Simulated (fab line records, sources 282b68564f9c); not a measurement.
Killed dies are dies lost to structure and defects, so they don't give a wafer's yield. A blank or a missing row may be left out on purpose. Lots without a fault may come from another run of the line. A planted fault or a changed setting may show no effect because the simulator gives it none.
Which tool did it? | flow rit_cmos | 15 lots, 45 wafers sampled, at 7 steps of a route of 202

WHAT THE GAUGES READ, wafer by wafer
RIT_FOX2_THK_MEAS_01. Usual: FOX2_OXIDE_THK 352 nm, standard deviation 6.5.
lot  | measured    | on            | FOX2_OXIDE_THK (nm) | flag
L276 | day 1 20:46 | film_metro-03 | 357 358 357         |
L277 | day 1 23:19 | film_metro-04 | 346 349 347         |
L278 | day 2 04:43 | film_metro-01 | 344 354 353         |
L281 | day 3 00:12 | film_metro-01 | 537 531 525         | OFF
L283 | day 3 05:36 | film_metro-01 | 352 351 351         |
L284 | day 3 11:56 | film_metro-01 | 505 515 511         | OFF
L290 | day 4 23:18 | film_metro-03 | 548 544 545         | OFF
L292 | day 5 04:22 | film_metro-01 | 361 359 360         |
L293 | day 5 07:25 | film_metro-03 | 359 353 350         |
L294 | day 5 17:30 | film_metro-03 | 361 363 363         |
L295 | day 5 19:31 | film_metro-03 | 348 344 345         |
L296 | day 5 22:41 | film_metro-03 | 354 356 355         |
L297 | day 6 04:23 | film_metro-01 | 355 348 353         |
L298 | day 6 08:29 | film_metro-01 | 346 340 349         |
L299 | day 6 13:28 | film_metro-04 | 359 361 365         |

RIT_FOX2_THK_MEAS_90. Usual: FIELD_OXIDE_LEFT_1_THK 325 nm, standard deviation 6.5.
lot  | measured    | on            | FIELD_OXIDE_LEFT_1_THK (nm) | flag
L276 | day 1 21:43 | film_metro-04 | 330 331 329                 |
L277 | day 2 00:11 | film_metro-01 | 319 321 320                 |
L278 | day 2 05:40 | film_metro-01 | 317 326 325                 |
L281 | day 3 01:05 | film_metro-04 | 509 504 498                 | OFF
L283 | day 3 06:29 | film_metro-01 | 326 324 324                 |
L284 | day 3 12:49 | film_metro-04 | 478 488 484                 | OFF
L290 | day 5 00:11 | film_metro-03 | 521 518 518                 | OFF
L292 | day 5 05:14 | film_metro-03 | 334 332 333                 |
L293 | day 5 08:18 | film_metro-01 | 331 326 323                 |
L294 | day 5 18:27 | film_metro-01 | 334 336 336                 |
L295 | day 5 20:28 | film_metro-03 | 321 317 318                 |
L296 | day 5 23:43 | film_metro-03 | 327 329 328                 |
L297 | day 6 05:20 | film_metro-04 | 328 320 326                 |
L298 | day 6 09:26 | film_metro-04 | 319 314 322                 |
L299 | day 6 14:25 | film_metro-03 | 332 334 338                 |

RIT_PWELL_TW_MEAS_10. Usual: PWELL_TW 957, standard deviation 15.
lot  | measured    | on            | PWELL_TW    | flag
L276 | day 2 00:49 | film_metro-01 | 941 943 941 |
L277 | day 2 03:39 | film_metro-02 | 971 972 979 |
L278 | day 2 09:01 | film_metro-01 | 937 938 941 |
L281 | day 3 04:44 | film_metro-02 | 977 981 979 |
L283 | day 3 09:35 | film_metro-03 | 946 950 944 |
L284 | day 3 16:49 | film_metro-03 | 950 951 950 |
L290 | day 5 03:53 | film_metro-03 | 956 955 955 |
L292 | day 5 08:32 | film_metro-03 | 958 955 954 |
L293 | day 5 11:39 | film_metro-01 | 942 940 946 |
L294 | day 5 21:52 | film_metro-03 | 949 957 946 |
L295 | day 5 23:51 | film_metro-02 | 969 971 971 |
L296 | day 6 03:08 | film_metro-03 | 954 955 953 |
L297 | day 6 08:47 | film_metro-02 | 981 979 975 |
L298 | day 6 12:44 | film_metro-01 | 945 939 933 |
L299 | day 6 17:39 | film_metro-03 | 960 958 954 |

RIT_FOX2_THK_MEAS_91. Usual: FIELD_OXIDE_LEFT_2_THK 257 nm, standard deviation 6.4.
lot  | measured    | on            | FIELD_OXIDE_LEFT_2_THK (nm) | flag
L276 | day 2 09:52 | film_metro-04 | 262 263 261                 |
L277 | day 2 12:48 | film_metro-03 | 250 252 251                 |
L278 | day 2 17:55 | film_metro-03 | 248 257 256                 |
L281 | day 3 14:36 | film_metro-03 | 441 435 430                 | OFF
L283 | day 3 18:44 | film_metro-04 | 258 256 257                 |
L284 | day 4 02:40 | film_metro-04 | 410 419 416                 | OFF
L290 | day 5 15:15 | film_metro-01 | 452 449 451                 | OFF
L292 | day 5 17:55 | film_metro-01 | 264 263 263                 |
L293 | day 5 22:07 | film_metro-04 | 263 257 254                 |
L294 | day 6 07:02 | film_metro-01 | 266 269 269                 |
L295 | day 6 09:07 | film_metro-01 | 253 250 250                 |
L296 | day 6 12:41 | film_metro-04 | 259 261 260                 |
L297 | day 6 17:49 | film_metro-01 | 260 252 257                 |
L298 | day 6 22:50 | film_metro-04 | 252 246 254                 |
L299 | day 7 03:05 | film_metro-04 | 264 265 270                 |

WHICH TOOL RAN EACH LOT (tool, then ch and the chambers of the sampled wafers, then the start)
lot  | RIT_ACTIVE_ETCH_13                | RIT_FOX2_OXIDATION_00        | RIT_PRETRO_STRIP_09
L276 | rie_diel-04 ch 0,1,2, day 1 14:50 | furnace-02 ch 0, day 1 19:26 | plasma_asher-01 ch 0,1, day 2 09:11
L277 | rie_diel-04 ch 2,3, day 1 19:43   | furnace-01 ch 0, day 1 22:00 | plasma_asher-01 ch 0,1, day 2 12:09
L278 | rie_diel-02 ch 0,2, day 2 00:43   | furnace-02 ch 0, day 2 03:24 | plasma_asher-02 ch 0,1, day 2 17:16
L281 | rie_diel-04 ch 0,3, day 2 16:05   | furnace-01 ch 0, day 2 20:17 | plasma_asher-04 ch 0,1, day 3 13:29
L283 | rie_diel-01 ch 0,1,3, day 3 01:58 | furnace-04 ch 0, day 3 04:17 | plasma_asher-02 ch 0,1, day 3 18:05
L284 | rie_diel-01 ch 0,3, day 3 06:50   | furnace-02 ch 0, day 3 09:08 | plasma_asher-01 ch 0,1, day 4 01:37
L290 | rie_diel-04 ch 1,2,3, day 4 13:58 | furnace-01 ch 0, day 4 19:16 | plasma_asher-02 ch 0,1, day 5 14:23
L292 | rie_diel-02 ch 1,2,3, day 5 00:19 | furnace-02 ch 0, day 5 03:03 | plasma_asher-02 ch 0,1, day 5 17:02
L293 | rie_diel-01 ch 0,1, day 5 03:43   | furnace-02 ch 0, day 5 06:07 | plasma_asher-02 ch 0,1, day 5 21:23
L294 | rie_diel-01 ch 0,1, day 5 09:53   | furnace-02 ch 0, day 5 16:11 | plasma_asher-02 ch 0, day 6 06:22
L295 | rie_diel-04 ch 1,2,3, day 5 15:51 | furnace-04 ch 0, day 5 18:11 | plasma_asher-02 ch 0, day 6 08:26
L296 | rie_diel-04 ch 0,1, day 5 18:58   | furnace-02 ch 0, day 5 21:20 | plasma_asher-02 ch 0,1, day 6 12:03
L297 | rie_diel-02 ch 1,2, day 6 00:25   | furnace-01 ch 0, day 6 03:04 | plasma_asher-01 ch 0,1, day 6 17:10
L298 | rie_diel-01 ch 1,3, day 6 04:50   | furnace-01 ch 0, day 6 07:10 | plasma_asher-02 ch 0,1, day 6 22:08
L299 | rie_diel-01 ch 0,2,3, day 6 09:51 | furnace-02 ch 0, day 6 12:10 | plasma_asher-02 ch 0,1, day 7 02:23
- RIT_ACTIVE_ETCH_13: etches Si3N4 in SF6, stops on SiO2, time 210 s, target depth 210 nm.
- RIT_FOX2_OXIDATION_00: target thk 350.7 nm, ox time 1130 s.
- RIT_PRETRO_STRIP_09: strips in O2, time 180 s.

WHAT THE TOOLS THEMSELVES READ (means of the sampled wafers that have a number; where no wafer has one, the mark that the record gives instead)
RIT_ACTIVE_ETCH_13. Usual: drypump_motor_current_A 5.7 A, standard deviation 0.63; oes_product_au 0.826 a.u., standard deviation 0.01; throttle_valve_pct 7.44 %, standard deviation 0.11.
lot  | tool        | drypump_motor_current_A (A) | oes_product_au (a.u.) | throttle_valve_pct (%) | flag
L276 | rie_diel-04 | 5.8                         | 0.823                 | 7.51                   |
L277 | rie_diel-04 | 5.6                         | 0.815                 | 7.59                   |
L278 | rie_diel-02 | 6.6                         | 0.827                 | 7.41                   |
L281 | rie_diel-04 | 5.3                         | 0.810                 | 7.49                   |
L283 | rie_diel-01 | 5.6                         | 0.831                 | 7.36                   |
L284 | rie_diel-01 | 5.8                         | 0.812                 | 7.38                   |
L290 | rie_diel-04 | 5.7                         | 0.816                 | 7.57                   |
L292 | rie_diel-02 | 6.1                         | 0.837                 | 7.44                   |
L293 | rie_diel-01 | 5.5                         | 0.832                 | 7.35                   |
L294 | rie_diel-01 | 5.5                         | 0.827                 | 7.36                   |
L295 | rie_diel-04 | 5.8                         | 0.814                 | 7.58                   |
L296 | rie_diel-04 | 5.6                         | 0.831                 | 7.50                   |
L297 | rie_diel-02 | 6.6                         | 0.833                 | 7.29                   |
L298 | rie_diel-01 | 6.1                         | 0.830                 | 7.39                   |
L299 | rie_diel-01 | 5.4                         | 0.821                 | 7.42                   |

RIT_FOX2_OXIDATION_00. Usual: zone_power_source_pct 40 %, standard deviation 6.2.
lot  | tool       | zone_power_source_pct (%) | flag
L276 | furnace-02 | 47                        |
L277 | furnace-01 | 34                        |
L278 | furnace-02 | 46                        |
L281 | furnace-01 | 34                        |
L283 | furnace-04 | 43                        |
L284 | furnace-02 | 47                        |
L290 | furnace-01 | 34                        |
L292 | furnace-02 | 46                        |
L293 | furnace-02 | 47                        |
L294 | furnace-02 | 47                        |
L295 | furnace-04 | 44                        |
L296 | furnace-02 | 47                        |
L297 | furnace-01 | 33                        |
L298 | furnace-01 | 33                        |
L299 | furnace-02 | 47                        |

RIT_PRETRO_STRIP_09. Usual: drypump_motor_current_A 5.5 A, standard deviation 0.62; rf_refl_power_W 7.0 W, standard deviation 1.1.
lot  | tool            | drypump_motor_current_A (A) | rf_refl_power_W (W) | flag
L276 | plasma_asher-01 | 6.2                         | 6.3                 |
L277 | plasma_asher-01 | 6.2                         | 6.3                 |
L278 | plasma_asher-02 | 5.4                         | 7.8                 |
L281 | plasma_asher-04 | 5.8                         | 6.5                 |
L283 | plasma_asher-02 | 5.4                         | 7.4                 |
L284 | plasma_asher-01 | 6.1                         | 7.4                 |
L290 | plasma_asher-02 | 5.0                         | 7.0                 |
L292 | plasma_asher-02 | 5.0                         | 6.9                 |
L293 | plasma_asher-02 | 5.4                         | 7.3                 |
L294 | plasma_asher-02 | 5.7                         | 7.7                 |
L295 | plasma_asher-02 | 5.7                         | 8.0                 |
L296 | plasma_asher-02 | 5.0                         | 6.8                 |
L297 | plasma_asher-01 | 6.3                         | 6.3                 |
L298 | plasma_asher-02 | 5.4                         | 7.6                 |
L299 | plasma_asher-02 | 5.4                         | 7.2                 |

THE ANSWER, worked out from the rows above alone
Rule: a lot is off if the mean of its wafers that have a number lies more than 3 standard deviations from the usual mean. A lot without any number at a reading at which 4 lots or more have one is off too. The other lots that the step has rows for count as sound. The gauges are gone through in route order, then the tools' own readings, and for those a lot's mean is taken as printed above. The first step at which some lot is off is used, and at that step the reading that is off furthest; a lot without a number counts as furthest.
Off: L281, L284, L290, at RIT_FOX2_THK_MEAS_01 (FOX2_OXIDE_THK).
A tool fits if, at a process step before that reading, it ran every lot that is off, and no sound lot after the first of them. The gauges at RIT_FOX2_THK_MEAS_01 are tried like those tools. None of those tried fits.

WHAT THE SIMULATOR HAD PUT IN
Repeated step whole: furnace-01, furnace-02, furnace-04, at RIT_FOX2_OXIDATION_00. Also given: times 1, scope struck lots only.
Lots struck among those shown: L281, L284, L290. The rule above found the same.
